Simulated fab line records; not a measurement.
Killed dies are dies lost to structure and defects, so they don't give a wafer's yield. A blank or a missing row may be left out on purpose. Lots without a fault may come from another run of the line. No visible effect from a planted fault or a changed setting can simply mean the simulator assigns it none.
Matching of chambers :: flow berkeley-cmos170 :: 3 sister chambers for UCB170_V2_CVD_00 on pecvd-03
The step deposits SiO2 from TEOS/O2, target thk 2000 nm, time 250 s. 3 wafers are shown with their chamber, then 7 later ones without.

== WAFERS, EACH WITH ITS CHAMBER ==
wafer: L486.1
chamber: 0
heater-power-w (W): 279

wafer: L486.6
chamber: 2
heater-power-w (W): 237

wafer: L489.4
chamber: 1
heater-power-w (W): 246

== WAFERS WITHOUT THEIR CHAMBER ==
wafer: L489.5
heater-power-w (W): 211

wafer: L495.3
heater-power-w (W): 298

wafer: L495.4
heater-power-w (W): 300

wafer: L495.5
heater-power-w (W): 170

wafer: L496.4
heater-power-w (W): 213

wafer: L496.5
heater-power-w (W): 336

wafer: L496.6
heater-power-w (W): 238

== WHICH CHAMBER EACH WENT THROUGH ==
wafer: L489.5
from the rows above: can't be placed: 2 or 1 or 0
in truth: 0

wafer: L495.3
from the rows above: can't be placed: 0 or 1 or 2
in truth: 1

wafer: L495.4
from the rows above: can't be placed: 0 or 1 or 2
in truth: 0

wafer: L495.5
from the rows above: can't be placed: 2 or 1 or 0
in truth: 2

wafer: L496.4
from the rows above: can't be placed: 2 or 1 or 0
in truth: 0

wafer: L496.5
from the rows above: can't be placed: 0 or 1 or 2
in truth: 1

wafer: L496.6
from the rows above: can't be placed: 2 or 1 or 0
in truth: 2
Placed correctly: 0 of 7. These rows do not allow placing 7 (true chamber among the candidates in 7). 0 placed wrongly.
How it was worked out, from the rows above alone: a wafer's distance from a chamber is the root of the sum, over the readings, of the square of ((its reading less the chamber's mean) divided by the reading's scatter). If the next closest chamber is less than 2 further off than the closest, the wafer can't be placed; otherwise it belongs to the closest. A chamber's mean is the mean of its shown wafers. The scatter: with one shown wafer a chamber, the root of the mean of the squares of how far each hidden wafer lies from its nearest shown one.
